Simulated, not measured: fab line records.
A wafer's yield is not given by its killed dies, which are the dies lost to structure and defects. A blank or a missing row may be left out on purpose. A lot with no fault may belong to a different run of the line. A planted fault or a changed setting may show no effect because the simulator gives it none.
Check for tools in common || flow berkeley_cmos170 || 30 wafers sampled across 10 lots

REASON IT WAS OPENED
At UCB170_GATE_OVL_MEAS_13 the reading GATE_OVL is flagged on 2 of 10 lots. Wafers without a fault read 0 nm, standard deviation 4.9.
Rule: flag the lot when none of its wafers has a number, or when each of its wafers that has one lies beyond 4 standard deviations from that mean. As for the other lots, they are considered sound.

{"lot": "L955", "measured": "day 7 02:22", "on": "overlay-01", "GATE_OVL (nm), wafer by wafer": "-5 -1 -2", "flag": ""}
{"lot": "L956", "measured": "day 7 21:37", "on": "overlay-01", "GATE_OVL (nm), wafer by wafer": "0 1 -1", "flag": ""}
{"lot": "L957", "measured": "day 7 22:05", "on": "overlay-01", "GATE_OVL (nm), wafer by wafer": "5 0 -2", "flag": ""}
{"lot": "L958", "measured": "day 7 22:20", "on": "overlay-02", "GATE_OVL (nm), wafer by wafer": "-12 -5 -3", "flag": ""}
{"lot": "L959", "measured": "day 8 06:24", "on": "overlay-02", "GATE_OVL (nm), wafer by wafer": "1 6 5", "flag": ""}
{"lot": "L960", "measured": "day 9 06:51", "on": "overlay-02", "GATE_OVL (nm), wafer by wafer": "0 -2 -6", "flag": ""}
{"lot": "L967", "measured": "day 10 05:14", "on": "overlay-02", "GATE_OVL (nm), wafer by wafer": "330 327 324", "flag": "FLAGGED"}
{"lot": "L970", "measured": "day 11 08:00", "on": "overlay-02", "GATE_OVL (nm), wafer by wafer": "324 317 320", "flag": "FLAGGED"}
{"lot": "L973", "measured": "day 11 18:02", "on": "overlay-01", "GATE_OVL (nm), wafer by wafer": "-1 -1 -7", "flag": ""}
{"lot": "L975", "measured": "day 12 05:47", "on": "overlay-02", "GATE_OVL (nm), wafer by wafer": "-4 0 -8", "flag": ""}
Average over the flagged lots: 324 nm; offset from the usual +324 nm, equal to +66 standard deviations.

WHICH TOOL EACH LOT WENT THROUGH
The record holds 1 process step before the reading, out of a route of 331 steps. In each cell: the tool, then ch and the chambers that the sampled wafers went through, then the start.
{"lot": "L955", "flag": "", "UCB170_GATE_EXPOSE_09": "krf_scanner-02 ch 0, day 7 01:52"}
{"lot": "L956", "flag": "", "UCB170_GATE_EXPOSE_09": "krf_scanner-01 ch 0, day 7 21:07"}
{"lot": "L957", "flag": "", "UCB170_GATE_EXPOSE_09": "krf_scanner-02 ch 0, day 7 21:23"}
{"lot": "L958", "flag": "", "UCB170_GATE_EXPOSE_09": "krf_scanner-01 ch 0, day 7 21:34"}
{"lot": "L959", "flag": "", "UCB170_GATE_EXPOSE_09": "krf_scanner-02 ch 0, day 8 05:54"}
{"lot": "L960", "flag": "", "UCB170_GATE_EXPOSE_09": "krf_scanner-01 ch 0, day 9 06:21"}
{"lot": "L967", "flag": "FLAGGED", "UCB170_GATE_EXPOSE_09": "krf_scanner-02 ch 0, day 10 04:44"}
{"lot": "L970", "flag": "FLAGGED", "UCB170_GATE_EXPOSE_09": "krf_scanner-02 ch 0, day 11 07:32"}
{"lot": "L973", "flag": "", "UCB170_GATE_EXPOSE_09": "krf_scanner-01 ch 0, day 11 17:10"}
{"lot": "L975", "flag": "", "UCB170_GATE_EXPOSE_09": "krf_scanner-01 ch 0, day 12 05:17"}
What is done by these steps:
- UCB170_GATE_EXPOSE_09: exposes mask POLY, target cd 350 nm.
- UCB170_GATE_OVL_MEAS_13

FLAGGED OVER TOTAL, TOOL BY TOOL (the gauges that took the reading come last)
{"step": "UCB170_GATE_EXPOSE_09", "tool": "krf_scanner-01", "lots run": 5, "flagged": 0, "share of the flagged lots": "none", "sound lots run after its first flagged lot": "-"}
{"step": "UCB170_GATE_EXPOSE_09", "tool": "krf_scanner-02", "lots run": 5, "flagged": 2, "share of the flagged lots": "all", "sound lots run after its first flagged lot": 0}
{"step": "UCB170_GATE_OVL_MEAS_13", "tool": "overlay-01", "lots run": 4, "flagged": 0, "share of the flagged lots": "none", "sound lots run after its first flagged lot": "-"}
{"step": "UCB170_GATE_OVL_MEAS_13", "tool": "overlay-02", "lots run": 6, "flagged": 2, "share of the flagged lots": "all", "sound lots run after its first flagged lot": "1 (L975)"}

THE TABLE: WHAT IT ALLOWS
krf_scanner-02 at UCB170_GATE_EXPOSE_09 and overlay-02 at UCB170_GATE_OVL_MEAS_13 are the 2 rows of the table that ran each flagged lot.
- krf_scanner-02 at UCB170_GATE_EXPOSE_09 ran 5 lots, 2 of them flagged. Last sound lot L959 at day 8 05:54, first flagged lot L967 at day 10 04:44; a fault beginning in between fits.
- overlay-02 at UCB170_GATE_OVL_MEAS_13 ran 6 lots, 2 of them flagged. Sound lots ran on it after the first flagged one (L975), which a lasting fault on the whole tool wouldn't allow.
Left over: one tool, krf_scanner-02 at UCB170_GATE_EXPOSE_09.

WHAT HAD BEEN PUT IN BY THE SIMULATOR
Scanner matching overlay: krf_scanner-02, from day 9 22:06 on, at UCB170_GATE_EXPOSE_09. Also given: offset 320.
Lots struck among those shown: L967, L970. The rule above reached the same finding.
